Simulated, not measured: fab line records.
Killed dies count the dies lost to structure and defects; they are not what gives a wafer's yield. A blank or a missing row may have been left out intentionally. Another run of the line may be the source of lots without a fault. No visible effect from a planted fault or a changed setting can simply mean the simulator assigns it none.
One fault seen from 2 desks ; flow ritCmos ; what lay behind the numbers comes last; until then each desk has only its own

## TOOL OWNER'S DESK, furnace-04
The tool's own readings at RIT_FOX2_OXIDATION_00 (target thk 350.7 nm, ox time 1130 s): means of the sampled wafers that have a number, for each lot that ran on this tool. The brackets show how far a lot's mean lies from the usual mean; more than 4 standard deviations puts the lot out of limits, marked OUT.
Columns: A = spikeTcCentreC at RIT_FOX2_OXIDATION_00, usual 1101.8 C; B = spikeTcLoadC at RIT_FOX2_OXIDATION_00, usual 1126 C; C = spikeTcSourceC at RIT_FOX2_OXIDATION_00, usual 1125 C; D = tubeCenterTempC at RIT_FOX2_OXIDATION_00, usual 1100 C; E = tube_center_temp_C_max at RIT_FOX2_OXIDATION_00, usual 1102.9; F = zonePowerLoadPct at RIT_FOX2_OXIDATION_00, usual 45.4 %; G = zonePowerSourcePct at RIT_FOX2_OXIDATION_00, usual 41.8 %
lot;first seen here;A;B;C;D;E;F;G
L884;day 3 20:37;1102.5;1128;1124;1100;1102.7;46.5;39.8
L887;day 4 12:19;1189.3 (+89) OUT;1216 (+29) OUT;1212 (+25) OUT;1186 (+99 or more) OUT;1190.0 (+99 or more) OUT;55.8 (+5.8) OUT;47.2
L893;day 5 17:30;1188.0 (+88) OUT;1214 (+28) OUT;1211 (+25) OUT;1186 (+99 or more) OUT;1189.3 (+99 or more) OUT;55.4 (+5.6) OUT;46.8
This desk's verdict: out of limits on L887, L893, starting with L887 at day 4 12:19 (spikeTcCentreC at RIT_FOX2_OXIDATION_00). Within limits: L884.

## FROM THE METROLOGY DESK
What the gauges read for every lot (on any tool): the sampled wafers with a number, averaged. The brackets show how far a lot's mean lies from the usual mean; more than 4 standard deviations puts the lot out of limits, marked OUT.
Columns: A = INCOMING_BOW at RIT_ACTIVE_BOW_MEAS_00, usual 1 um; B = cdNm at RIT_ACTIVE_CD_MEAS_11, usual 1399.5 nm; C = FOX2_OXIDE_THK at RIT_FOX2_THK_MEAS_01, usual 353 nm; D = FIELD_OXIDE_LEFT_1_THK at RIT_FOX2_THK_MEAS_90, usual 326 nm; E = PWELL_OVL at RIT_PWELL_OVL_MEAS_06, usual 0.9 nm; F = FIELD_OXIDE_LEFT_2_THK at RIT_FOX2_THK_MEAS_91, usual 258 nm
lot;first seen here;A;B;C;D;E;F
L875;day 1 15:00;-4;1398.4;363;335;-0.2;268
L876;day 1 20:01;10;1397.6;355;328;1.4;260
L877;day 2 01:00;-0;1399.9;354;327;2.3;259
L878;day 2 06:00;3;1402.6;359;331;1.1;264
L879;day 2 11:00;-4;1397.4;352;324;0.2;256
L880;day 2 16:00;-0;1398.4;348;320;-3.2;252
L881;day 2 21:00;-3;1399.8;353;326;0.6;258
L884;day 3 12:01;5;1404.3;353;326;0.7;259
L887;day 4 03:01;0;1396.8;474 (+23) OUT;446 (+23) OUT;0.2;378 (+21) OUT
L891;day 4 23:04;2;1396.9;353;326;0.8;259
L893;day 5 09:00;0;1397.7;480 (+24) OUT;452 (+24) OUT;-0.3;384 (+22) OUT
L895;day 5 19:02;4;1397.4;357;330;1.4;261
L896;day 6 00:00;-1;1401.3;356;329;0.5;262
L897;day 6 05:00;-2;1400.7;353;326;2.1;257
This desk's finding: out of limits on L887, L893; first on L887, day 4 13:38 (FOX2_OXIDE_THK at RIT_FOX2_THK_MEAS_01). Within limits: L875, L876, L877, L878, L879, L880, L881, L884, L891, L895, L896, L897.

## PUT TOGETHER
On L887, L893, at day 4 12:19, an alarm was possible from the tool owner's desk.
An alarm was possible from the metrology desk at day 4 13:38, on L887, L893.
On furnace-04, each named lot ran RIT_FOX2_OXIDATION_00.

## WHAT WAS PUT IN BY THE SIMULATOR
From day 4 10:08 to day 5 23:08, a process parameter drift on furnace-04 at RIT_FOX2_OXIDATION_00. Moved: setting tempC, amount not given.
Shown lots that were struck: L887, L893.
Time in hours from fault onset to the first out-of-limits reading at each desk: tool owner's desk 2, metrology desk 4.
